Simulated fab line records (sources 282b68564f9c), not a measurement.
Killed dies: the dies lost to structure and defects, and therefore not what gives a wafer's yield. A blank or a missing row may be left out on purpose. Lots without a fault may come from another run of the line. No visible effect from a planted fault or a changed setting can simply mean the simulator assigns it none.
fab line records || flow rit-cmos
record {"lots": 15, "wafers": 45, "last-day": 8}
route steps=202 shown CONTACT@168 M1@202
lots that met no fault: from a run of the same line without faults
start-h: the number of hours between the record's first day and the start of the first shown wafer of the lot || wait-h: hours since the lot's step before || " repeats the value in the row above || L1.1+2: a single row standing in for several wafers || - no value, or no start was given || * or withheld: withheld || < > ~ a bound
route shown NAME@n: a module of which the file shows steps, and the number in the route of the first || usual: mean and standard deviation over wafers with no fault || same: alike in all rows || chamber/n: place in a boat || sites: per-site readings || _std_site: the values' standard deviation || _edge_site: mean of outer sites minus mean of inner sites || radius-mm: how far each site lies from the wafer's centre || mask NAME#n: copy n || behind: the most recent tool/chamber to have shaped the wafer || hold: why the lot went on hold/how many hours it stayed there/how the hold came to an end || device: the transistor (n, p or np) that didn't switch || end of line: tests of these same wafers at the route's end || a step without rows: its recipe alone || killed: dies that structure and defects cost at the first sort, which is not the same as the wafer's yield || map: shows each die of a wafer: x if killed, . if not, _ if none is there
set.NAME: the setting as run; set.NAME@STEP: as run at that earlier step || model.NAME: the simulator's own value behind a step, which no gauge read
a sample of lots followed through the steps of the route, with each step as a table and each wafer as a row
services: when a tool's chamber went out of use (start-h, in hours from the record's first day, below 0 if earlier), for how many hours, and the reason
## steps
# step RIT_CONTACT_CVD_00
# recipe {"material": "SiO2", "target-thk-nm": 400, "precursor": "TEOS", "temp-c": 390, "time-s": 61, "rf-w": 400}
# usual {"heater-power-w": "329/43", "rf-fwd-power-W": "396.2/1.7", "susceptor-temp-C": "390.03/0.21", "time-s": "61/0"}
{"lot.wafer": "L943.2", "tool": "pecvd-02", "chamber": 1, "start-h": 60.95, "wait-h": 0.0, "heater-power-w": 302, "rf-fwd-power-W": 390.9, "since-wet-clean-h": 1397, "susceptor-temp-C": 390.07, "time-s": 61}
{"lot.wafer": "L943.5", "tool": "pecvd-02", "chamber": 1, "start-h": 60.95, "wait-h": 0.0, "heater-power-w": 322, "rf-fwd-power-W": 393.9, "since-wet-clean-h": "-", "susceptor-temp-C": 390.28, "time-s": 61}
{"lot.wafer": "L943.6", "tool": "pecvd-02", "chamber": 2, "start-h": 60.95, "wait-h": 0.0, "heater-power-w": 361, "rf-fwd-power-W": 395.8, "since-wet-clean-h": "-", "susceptor-temp-C": 390.09, "time-s": 61}
{"lot.wafer": "L945.2", "tool": "pecvd-01", "chamber": 1, "start-h": 62.97, "wait-h": 0.0, "heater-power-w": 269, "rf-fwd-power-W": 398.6, "since-wet-clean-h": 214, "susceptor-temp-C": 390.29, "time-s": 61}
{"lot.wafer": "L945.5", "tool": "pecvd-01", "chamber": 0, "start-h": 62.97, "wait-h": 0.0, "heater-power-w": 335, "rf-fwd-power-W": 399.4, "since-wet-clean-h": "-", "susceptor-temp-C": 389.90, "time-s": 61}
{"lot.wafer": "L945.6", "tool": "pecvd-01", "chamber": 2, "start-h": 62.97, "wait-h": 0.0, "heater-power-w": 323, "rf-fwd-power-W": 398.3, "since-wet-clean-h": "-", "susceptor-temp-C": 390.10, "time-s": 61}
{"lot.wafer": "L944.1", "tool": "pecvd-04", "chamber": 2, "start-h": 63.08, "wait-h": 0.1, "heater-power-w": 306, "rf-fwd-power-W": 395.7, "since-wet-clean-h": 1009, "susceptor-temp-C": 389.76, "time-s": 61}
{"lot.wafer": "L944.4", "tool": "pecvd-04", "chamber": 2, "start-h": 63.08, "wait-h": 0.1, "heater-power-w": 329, "rf-fwd-power-W": 396.3, "since-wet-clean-h": "-", "susceptor-temp-C": 390.00, "time-s": 61}
{"lot.wafer": "L944.6", "tool": "pecvd-04", "chamber": 0, "start-h": 63.08, "wait-h": 0.1, "heater-power-w": 381, "rf-fwd-power-W": 398.8, "since-wet-clean-h": "-", "susceptor-temp-C": 390.29, "time-s": 61}
{"lot.wafer": "L946.2", "tool": "pecvd-02", "chamber": 2, "start-h": 72.32, "wait-h": 0.0, "heater-power-w": 346, "rf-fwd-power-W": 397.2, "since-wet-clean-h": 1409, "susceptor-temp-C": 389.55, "time-s": 61}
{"lot.wafer": "L946.3", "tool": "pecvd-02", "chamber": 0, "start-h": 72.32, "wait-h": 0.0, "heater-power-w": 306, "rf-fwd-power-W": 394.1, "since-wet-clean-h": 1409, "susceptor-temp-C": 389.86, "time-s": 61}
{"lot.wafer": "L946.6", "tool": "pecvd-02", "chamber": 2, "start-h": 72.32, "wait-h": 0.0, "heater-power-w": 356, "rf-fwd-power-W": 396.0, "since-wet-clean-h": "-", "susceptor-temp-C": 390.07, "time-s": 61}
{"lot.wafer": "L949.1", "tool": "pecvd-02", "chamber": 1, "start-h": 85.98, "wait-h": 0.1, "heater-power-w": 339, "rf-fwd-power-W": 394.1, "since-wet-clean-h": 1422, "susceptor-temp-C": 390.26, "time-s": 61}
{"lot.wafer": "L949.4", "tool": "pecvd-02", "chamber": 0, "start-h": 85.98, "wait-h": 0.1, "heater-power-w": 384, "rf-fwd-power-W": 393.7, "since-wet-clean-h": "-", "susceptor-temp-C": 389.70, "time-s": 61}
{"lot.wafer": "L949.6", "tool": "pecvd-02", "chamber": 1, "start-h": 85.98, "wait-h": 0.1, "heater-power-w": 350, "rf-fwd-power-W": 392.8, "since-wet-clean-h": "-", "susceptor-temp-C": 390.24, "time-s": 61}
{"lot.wafer": "L950.1", "tool": "pecvd-01", "chamber": 2, "start-h": 91.45, "wait-h": 0.1, "heater-power-w": "-", "rf-fwd-power-W": "-", "since-wet-clean-h": "-", "susceptor-temp-C": "-", "time-s": "-"}
{"lot.wafer": "L950.4", "tool": "pecvd-01", "chamber": 1, "start-h": 91.45, "wait-h": 0.1, "heater-power-w": "-", "rf-fwd-power-W": "-", "since-wet-clean-h": "-", "susceptor-temp-C": "-", "time-s": "-"}
{"lot.wafer": "L950.6", "tool": "pecvd-01", "chamber": 0, "start-h": 91.45, "wait-h": 0.1, "heater-power-w": "-", "rf-fwd-power-W": "-", "since-wet-clean-h": "-", "susceptor-temp-C": "-", "time-s": "-"}
{"lot.wafer": "L951.1", "tool": "pecvd-04", "chamber": 0, "start-h": 97.11, "wait-h": 0.1, "heater-power-w": "-", "rf-fwd-power-W": "-", "since-wet-clean-h": "-", "susceptor-temp-C": "-", "time-s": "-"}
{"lot.wafer": "L951.2", "tool": "pecvd-04", "chamber": 2, "start-h": 97.11, "wait-h": 0.1, "heater-power-w": "-", "rf-fwd-power-W": "-", "since-wet-clean-h": "-", "susceptor-temp-C": "-", "time-s": "-"}
{"lot.wafer": "L951.3", "tool": "pecvd-04", "chamber": 1, "start-h": 97.11, "wait-h": 0.1, "heater-power-w": "-", "rf-fwd-power-W": "-", "since-wet-clean-h": "-", "susceptor-temp-C": "-", "time-s": "-"}
{"lot.wafer": "L952.1", "tool": "pecvd-02", "chamber": 2, "start-h": 100.96, "wait-h": 0.1, "heater-power-w": "-", "rf-fwd-power-W": "-", "since-wet-clean-h": "-", "susceptor-temp-C": "-", "time-s": "-"}
{"lot.wafer": "L952.2", "tool": "pecvd-02", "chamber": 0, "start-h": 100.96, "wait-h": 0.1, "heater-power-w": "-", "rf-fwd-power-W": "-", "since-wet-clean-h": "-", "susceptor-temp-C": "-", "time-s": "-"}
{"lot.wafer": "L952.4", "tool": "pecvd-02", "chamber": 2, "start-h": 100.96, "wait-h": 0.1, "heater-power-w": "-", "rf-fwd-power-W": "-", "since-wet-clean-h": "-", "susceptor-temp-C": "-", "time-s": "-"}
{"lot.wafer": "L953.1", "tool": "pecvd-01", "chamber": 1, "start-h": 104.82, "wait-h": 0.1, "heater-power-w": 289, "rf-fwd-power-W": 397.1, "since-wet-clean-h": 256, "susceptor-temp-C": 389.95, "time-s": 61}
{"lot.wafer": "L953.2", "tool": "pecvd-01", "chamber": 2, "start-h": 104.82, "wait-h": 0.1, "heater-power-w": 302, "rf-fwd-power-W": 395.9, "since-wet-clean-h": 256, "susceptor-temp-C": 389.43, "time-s": 61}
{"lot.wafer": "L953.4", "tool": "pecvd-01", "chamber": 2, "start-h": 104.82, "wait-h": 0.1, "heater-power-w": 302, "rf-fwd-power-W": 396.6, "since-wet-clean-h": "-", "susceptor-temp-C": 390.05, "time-s": 61}
{"lot.wafer": "L960.1", "tool": "pecvd-04", "chamber": 2, "start-h": 138.54, "wait-h": 0.1, "heater-power-w": 375, "rf-fwd-power-W": 396.9, "since-wet-clean-h": 1084, "susceptor-temp-C": 389.92, "time-s": 61}
{"lot.wafer": "L960.4", "tool": "pecvd-04", "chamber": 1, "start-h": 138.54, "wait-h": 0.1, "heater-power-w": 389, "rf-fwd-power-W": 394.4, "since-wet-clean-h": "-", "susceptor-temp-C": 390.28, "time-s": 61}
{"lot.wafer": "L960.6", "tool": "pecvd-04", "chamber": 2, "start-h": 138.54, "wait-h": 0.1, "heater-power-w": 276, "rf-fwd-power-W": 398.4, "since-wet-clean-h": "-", "susceptor-temp-C": 390.01, "time-s": 61}
{"lot.wafer": "L961.1", "tool": "pecvd-02", "chamber": 0, "start-h": 144.24, "wait-h": 0.1, "heater-power-w": 390, "rf-fwd-power-W": 396.6, "since-wet-clean-h": 1480, "susceptor-temp-C": 389.97, "time-s": 61}
{"lot.wafer": "L961.3", "tool": "pecvd-02", "chamber": 1, "start-h": 144.24, "wait-h": 0.1, "heater-power-w": 269, "rf-fwd-power-W": 392.3, "since-wet-clean-h": 1480, "susceptor-temp-C": 389.74, "time-s": 61}
{"lot.wafer": "L961.5", "tool": "pecvd-02", "chamber": 2, "start-h": 144.24, "wait-h": 0.1, "heater-power-w": 367, "rf-fwd-power-W": 397.8, "since-wet-clean-h": "-", "susceptor-temp-C": 390.03, "time-s": 61}
{"lot.wafer": "L962.1", "tool": "pecvd-01", "chamber": 2, "start-h": 148.64, "wait-h": 0.1, "heater-power-w": 290, "rf-fwd-power-W": 396.4, "since-wet-clean-h": 299, "susceptor-temp-C": 389.96, "time-s": 61}
{"lot.wafer": "L962.4", "tool": "pecvd-01", "chamber": 0, "start-h": 148.64, "wait-h": 0.1, "heater-power-w": 300, "rf-fwd-power-W": 398.0, "since-wet-clean-h": "-", "susceptor-temp-C": 390.20, "time-s": 61}
{"lot.wafer": "L962.6", "tool": "pecvd-01", "chamber": 2, "start-h": 148.64, "wait-h": 0.1, "heater-power-w": 298, "rf-fwd-power-W": 396.3, "since-wet-clean-h": "-", "susceptor-temp-C": 390.18, "time-s": 61}
{"lot.wafer": "L963.2", "tool": "pecvd-04", "chamber": 0, "start-h": 153.34, "wait-h": 0.0, "heater-power-w": 350, "rf-fwd-power-W": 398.6, "since-wet-clean-h": 1099, "susceptor-temp-C": 390.00, "time-s": 61}
{"lot.wafer": "L963.3", "tool": "pecvd-04", "chamber": 1, "start-h": 153.34, "wait-h": 0.0, "heater-power-w": 390, "rf-fwd-power-W": 393.8, "since-wet-clean-h": 1099, "susceptor-temp-C": 389.89, "time-s": 61}
{"lot.wafer": "L963.5", "tool": "pecvd-04", "chamber": 0, "start-h": 153.34, "wait-h": 0.0, "heater-power-w": 358, "rf-fwd-power-W": 397.3, "since-wet-clean-h": "-", "susceptor-temp-C": 390.19, "time-s": 61}
{"lot.wafer": "L965.2", "tool": "pecvd-01", "chamber": 2, "start-h": 166.77, "wait-h": 0.0, "heater-power-w": 294, "rf-fwd-power-W": 396.2, "since-wet-clean-h": 318, "susceptor-temp-C": 390.03, "time-s": 61}
{"lot.wafer": "L965.3", "tool": "pecvd-01", "chamber": 0, "start-h": 166.77, "wait-h": 0.0, "heater-power-w": 294, "rf-fwd-power-W": 398.4, "since-wet-clean-h": 318, "susceptor-temp-C": 390.03, "time-s": 61}
{"lot.wafer": "L965.5", "tool": "pecvd-01", "chamber": 1, "start-h": 166.77, "wait-h": 0.0, "heater-power-w": 218, "rf-fwd-power-W": 396.9, "since-wet-clean-h": "-", "susceptor-temp-C": 390.00, "time-s": 61}
{"lot.wafer": "L966.1", "tool": "pecvd-04", "chamber": 1, "start-h": 173.35, "wait-h": 0.1, "heater-power-w": 358, "rf-fwd-power-W": 396.0, "since-wet-clean-h": 1119, "susceptor-temp-C": 389.98, "time-s": 61}
{"lot.wafer": "L966.3", "tool": "pecvd-04", "chamber": 2, "start-h": 173.35, "wait-h": 0.1, "heater-power-w": 338, "rf-fwd-power-W": 396.1, "since-wet-clean-h": 1119, "susceptor-temp-C": 390.01, "time-s": 61}
{"lot.wafer": "L966.6", "tool": "pecvd-04", "chamber": 1, "start-h": 173.35, "wait-h": 0.1, "heater-power-w": 371, "rf-fwd-power-W": 395.8, "since-wet-clean-h": "-", "susceptor-temp-C": 390.08, "time-s": 61}
# step RIT_CONTACT_CD_MEAS_90
# recipe {"target-cd-nm": 1000}
# usual {"cd-nm": "1000.3/2.3"}
{"lot.wafer": "L943.2", "tool": "cd-sem-02", "chamber": "-", "start-h": 63.21, "wait-h": 0.1, "cd-nm": 1002.6}
{"lot.wafer": "L943.5", "tool": "cd-sem-02", "chamber": "-", "start-h": 63.21, "wait-h": 0.1, "cd-nm": 1001.3}
{"lot.wafer": "L943.6", "tool": "cd-sem-02", "chamber": "-", "start-h": 63.21, "wait-h": 0.1, "cd-nm": 1000.6}
{"lot.wafer": "L945.2", "tool": "cd-sem-02", "chamber": "-", "start-h": 64.83, "wait-h": 0.1, "cd-nm": 997.5}
{"lot.wafer": "L945.5", "tool": "cd-sem-02", "chamber": "-", "start-h": 64.83, "wait-h": 0.1, "cd-nm": 997.3}
{"lot.wafer": "L945.6", "tool": "cd-sem-02", "chamber": "-", "start-h": 64.83, "wait-h": 0.1, "cd-nm": 997.5}
{"lot.wafer": "L944.1", "tool": "cd-sem-01", "chamber": "-", "start-h": 64.97, "wait-h": 0.1, "cd-nm": 1000.4}
{"lot.wafer": "L944.4", "tool": "cd-sem-01", "chamber": "-", "start-h": 64.97, "wait-h": 0.1, "cd-nm": 1001.8}
{"lot.wafer": "L944.6", "tool": "cd-sem-01", "chamber": "-", "start-h": 64.97, "wait-h": 0.1, "cd-nm": 1000.2}
{"lot.wafer": "L946.2", "tool": "cd-sem-01", "chamber": "-", "start-h": 74.10, "wait-h": 0.1, "cd-nm": 996.2}
{"lot.wafer": "L946.3", "tool": "cd-sem-01", "chamber": "-", "start-h": 74.10, "wait-h": 0.1, "cd-nm": 996.1}
{"lot.wafer": "L946.6", "tool": "cd-sem-01", "chamber": "-", "start-h": 74.10, "wait-h": 0.1, "cd-nm": 998.5}
{"lot.wafer": "L949.1", "tool": "cd-sem-01", "chamber": "-", "start-h": 88.00, "wait-h": 0.1, "cd-nm": 1001.2}
{"lot.wafer": "L949.4", "tool": "cd-sem-01", "chamber": "-", "start-h": 88.00, "wait-h": 0.1, "cd-nm": 1002.3}
{"lot.wafer": "L949.6", "tool": "cd-sem-01", "chamber": "-", "start-h": 88.00, "wait-h": 0.1, "cd-nm": 1001.7}
{"lot.wafer": "L950.1", "tool": "cd-sem-01", "chamber": "-", "start-h": 93.21, "wait-h": 0.1, "cd-nm": "-"}
{"lot.wafer": "L950.4", "tool": "cd-sem-01", "chamber": "-", "start-h": 93.21, "wait-h": 0.1, "cd-nm": "-"}
{"lot.wafer": "L950.6", "tool": "cd-sem-01", "chamber": "-", "start-h": 93.21, "wait-h": 0.1, "cd-nm": "-"}
{"lot.wafer": "L951.1", "tool": "cd-sem-01", "chamber": "-", "start-h": 98.99, "wait-h": 0.1, "cd-nm": "-"}
{"lot.wafer": "L951.2", "tool": "cd-sem-01", "chamber": "-", "start-h": 98.99, "wait-h": 0.1, "cd-nm": "-"}
{"lot.wafer": "L951.3", "tool": "cd-sem-01", "chamber": "-", "start-h": 98.99, "wait-h": 0.1, "cd-nm": "-"}
{"lot.wafer": "L952.1", "tool": "cd-sem-01", "chamber": "-", "start-h": 102.71, "wait-h": 0.1, "cd-nm": "-"}
{"lot.wafer": "L952.2", "tool": "cd-sem-01", "chamber": "-", "start-h": 102.71, "wait-h": 0.1, "cd-nm": "-"}
{"lot.wafer": "L952.4", "tool": "cd-sem-01", "chamber": "-", "start-h": 102.71, "wait-h": 0.1, "cd-nm": "-"}
{"lot.wafer": "L953.1", "tool": "cd-sem-01", "chamber": "-", "start-h": 106.70, "wait-h": 0.1, "cd-nm": 1002.2}
{"lot.wafer": "L953.2", "tool": "cd-sem-01", "chamber": "-", "start-h": 106.70, "wait-h": 0.1, "cd-nm": 999.5}
{"lot.wafer": "L953.4", "tool": "cd-sem-01", "chamber": "-", "start-h": 106.70, "wait-h": 0.1, "cd-nm": 1000.0}
{"lot.wafer": "L960.1", "tool": "cd-sem-01", "chamber": "-", "start-h": 140.29, "wait-h": 0.1, "cd-nm": 1003.3}
{"lot.wafer": "L960.4", "tool": "cd-sem-01", "chamber": "-", "start-h": 140.29, "wait-h": 0.1, "cd-nm": 1002.1}
{"lot.wafer": "L960.6", "tool": "cd-sem-01", "chamber": "-", "start-h": 140.29, "wait-h": 0.1, "cd-nm": 1004.4}
{"lot.wafer": "L961.1", "tool": "cd-sem-02", "chamber": "-", "start-h": 146.12, "wait-h": 0.1, "cd-nm": 998.9}
{"lot.wafer": "L961.3", "tool": "cd-sem-02", "chamber": "-", "start-h": 146.12, "wait-h": 0.1, "cd-nm": 997.1}
{"lot.wafer": "L961.5", "tool": "cd-sem-02", "chamber": "-", "start-h": 146.12, "wait-h": 0.1, "cd-nm": 999.0}
{"lot.wafer": "L962.1", "tool": "cd-sem-01", "chamber": "-", "start-h": 150.57, "wait-h": 0.1, "cd-nm": 998.4}
{"lot.wafer": "L962.4", "tool": "cd-sem-01", "chamber": "-", "start-h": 150.57, "wait-h": 0.1, "cd-nm": 996.4}
{"lot.wafer": "L962.6", "tool": "cd-sem-01", "chamber": "-", "start-h": 150.57, "wait-h": 0.1, "cd-nm": 995.6}
{"lot.wafer": "L963.2", "tool": "cd-sem-01", "chamber": "-", "start-h": 155.11, "wait-h": 0.1, "cd-nm": 996.9}
{"lot.wafer": "L963.3", "tool": "cd-sem-01", "chamber": "-", "start-h": 155.11, "wait-h": 0.1, "cd-nm": 998.1}
{"lot.wafer": "L963.5", "tool": "cd-sem-01", "chamber": "-", "start-h": 155.11, "wait-h": 0.1, "cd-nm": 999.1}
{"lot.wafer": "L965.2", "tool": "cd-sem-02", "chamber": "-", "start-h": 168.54, "wait-h": 0.1, "cd-nm": 999.3}
{"lot.wafer": "L965.3", "tool": "cd-sem-02", "chamber": "-", "start-h": 168.54, "wait-h": 0.1, "cd-nm": 1000.3}
{"lot.wafer": "L965.5", "tool": "cd-sem-02", "chamber": "-", "start-h": 168.54, "wait-h": 0.1, "cd-nm": 1001.4}
{"lot.wafer": "L966.1", "tool": "cd-sem-02", "chamber": "-", "start-h": 175.10, "wait-h": 0.1, "cd-nm": 996.0}
{"lot.wafer": "L966.3", "tool": "cd-sem-02", "chamber": "-", "start-h": 175.10, "wait-h": 0.1, "cd-nm": 995.3}
{"lot.wafer": "L966.6", "tool": "cd-sem-02", "chamber": "-", "start-h": 175.10, "wait-h": 0.1, "cd-nm": 999.9}
# step RIT_M1_PROBE_99
# usual {"killed-at-contacts": "0.1/0.31", "killed-at-front-end": "6.3/2.7", "killed-dies": "6.4/2.7", "killed-on-rim": "1.7/1.4", "killed-open": "3.3/2", "killed-short": "3/1.8"}
# same {"gross-dies": 264, "killed_at_M0_to_M3": 0, "killed_at_M4_up": 0, "killed-at-back-side": 0, "killed-at-other": 0}
{"lot.wafer": "L950.1", "tool": "prober-02", "chamber": "-", "start-h": 97.99, "wait-h": 0.1, "killed-at-contacts": 263, "killed-at-front-end": 1, "killed-dies": 264, "killed-on-rim": 70, "killed-open": 0, "killed-short": 1}
{"lot.wafer": "L950.4", "tool": "prober-02", "chamber": "-", "start-h": 98.14, "wait-h": 0.2, "killed-at-contacts": 263, "killed-at-front-end": 1, "killed-dies": 264, "killed-on-rim": 70, "killed-open": 1, "killed-short": 0}
{"lot.wafer": "L950.6", "tool": "prober-02", "chamber": "-", "start-h": 98.24, "wait-h": 0.2, "killed-at-contacts": 262, "killed-at-front-end": 2, "killed-dies": 264, "killed-on-rim": 70, "killed-open": 1, "killed-short": 1}
{"lot.wafer": "L951.1", "tool": "prober-01", "chamber": "-", "start-h": 103.87, "wait-h": 0.1, "killed-at-contacts": 264, "killed-at-front-end": 0, "killed-dies": 264, "killed-on-rim": 70, "killed-open": 0, "killed-short": 0}
{"lot.wafer": "L951.2", "tool": "prober-01", "chamber": "-", "start-h": 103.92, "wait-h": 0.1, "killed-at-contacts": 262, "killed-at-front-end": 2, "killed-dies": 264, "killed-on-rim": 70, "killed-open": 2, "killed-short": 0}
{"lot.wafer": "L951.3", "tool": "prober-01", "chamber": "-", "start-h": 103.97, "wait-h": 0.2, "killed-at-contacts": 263, "killed-at-front-end": 1, "killed-dies": 264, "killed-on-rim": 70, "killed-open": 1, "killed-short": 0}
{"lot.wafer": "L952.1", "tool": "prober-02", "chamber": "-", "start-h": 107.37, "wait-h": 0.1, "killed-at-contacts": 262, "killed-at-front-end": 2, "killed-dies": 264, "killed-on-rim": 70, "killed-open": 2, "killed-short": 0}
{"lot.wafer": "L952.2", "tool": "prober-02", "chamber": "-", "start-h": 107.42, "wait-h": 0.1, "killed-at-contacts": 264, "killed-at-front-end": 0, "killed-dies": 264, "killed-on-rim": 70, "killed-open": 0, "killed-short": 0}
{"lot.wafer": "L952.4", "tool": "prober-02", "chamber": "-", "start-h": 107.52, "wait-h": 0.2, "killed-at-contacts": 264, "killed-at-front-end": 0, "killed-dies": 264, "killed-on-rim": 70, "killed-open": 0, "killed-short": 0}
# killed by level:class
L950.1 CONTACT:lost-pattern=263 GATE:geometric-particle:short=1
L950.4 CONTACT:lost-pattern=261 CONTACT:area-cvd=2 GATE:geometric-particle:open=1
L950.6 CONTACT:lost-pattern=260 CONTACT:area-cvd=2 FOX2:geometric-particle:open=1 SPACER:geometric-particle:short=1
L951.1 CONTACT:lost-pattern=261 CONTACT:area-cvd=3
L951.2 CONTACT:lost-pattern=262 FOX2:geometric-particle:open=1 GATE:geometric-particle:open=1
L951.3 CONTACT:lost-pattern=263 GATE:geometric-particle:open=1
L952.1 CONTACT:lost-pattern=260 CONTACT:area-cvd=2 FOX2:geometric-particle:open=1 SILICIDE:geometric-particle:open=1
L952.2 CONTACT:lost-pattern=264
L952.4 CONTACT:lost-pattern=264
## services
{"tool": "pecvd-01", "chamber": "-", "start-h": 37.80, "hours": 2.8, "kind": "pm"}
{"tool": "pecvd-04", "chamber": "-", "start-h": 67.12, "hours": 6.0, "kind": "pm"}
{"tool": "pecvd-04", "chamber": 0, "start-h": 114.96, "hours": 13.0, "kind": "repair"}
{"tool": "pecvd-02", "chamber": "-", "start-h": 124.91, "hours": 6.0, "kind": "pm"}
{"tool": "pecvd-02", "chamber": "-", "start-h": 153.58, "hours": 2.8, "kind": "pm"}
{"tool": "pecvd-04", "chamber": "-", "start-h": 159.21, "hours": 2.8, "kind": "pm"}
{"tool": "pecvd-02", "chamber": "-", "start-h": 165.52, "hours": 1.0, "kind": "repair"}
## key
first-sign {"step": "RIT_CONTACT_CVD_00", "reading": "tool-record", "direction": "missing"}
effect {"step": "RIT_CONTACT_CD_MEAS_90", "reading": "cd-nm", "direction": "missing"}
effect {"step": "RIT_M1_PROBE_99", "reading": "killed-at-contacts", "direction": "up", "sigmas": "99+", "usual": 0.1, "struck": 263}
met-at RIT_CONTACT_CVD_00
struck-lots L950,L951,L952
later-rows-left-out L950.1,L950.4,L950.6,L951.1,L951.2,L951.3,L952.1,L952.2,L952.4
tester-left-out L950,L951,L952
onset-between 85.98 91.45
fault {"kind": "skipped-step-whole", "tool": "pecvd-01,pecvd-02,pecvd-04", "chamber": "-", "onset-h": 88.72, "steps": "RIT_CONTACT_CVD_00", "scope": "struck-lots-only"}
# tester-left-out: of these lots the tester's yield and bins aren't shown, on N5 and GAA mostly nor the transistor test; their killed dies are dies lost to structure and defects alone, not to doping, threshold or leakage, so they don't give the yield
# later-rows-left-out: the simulator's readings of these wafers behind a module that went badly wrong aren't trusted and aren't shown, but for the sort
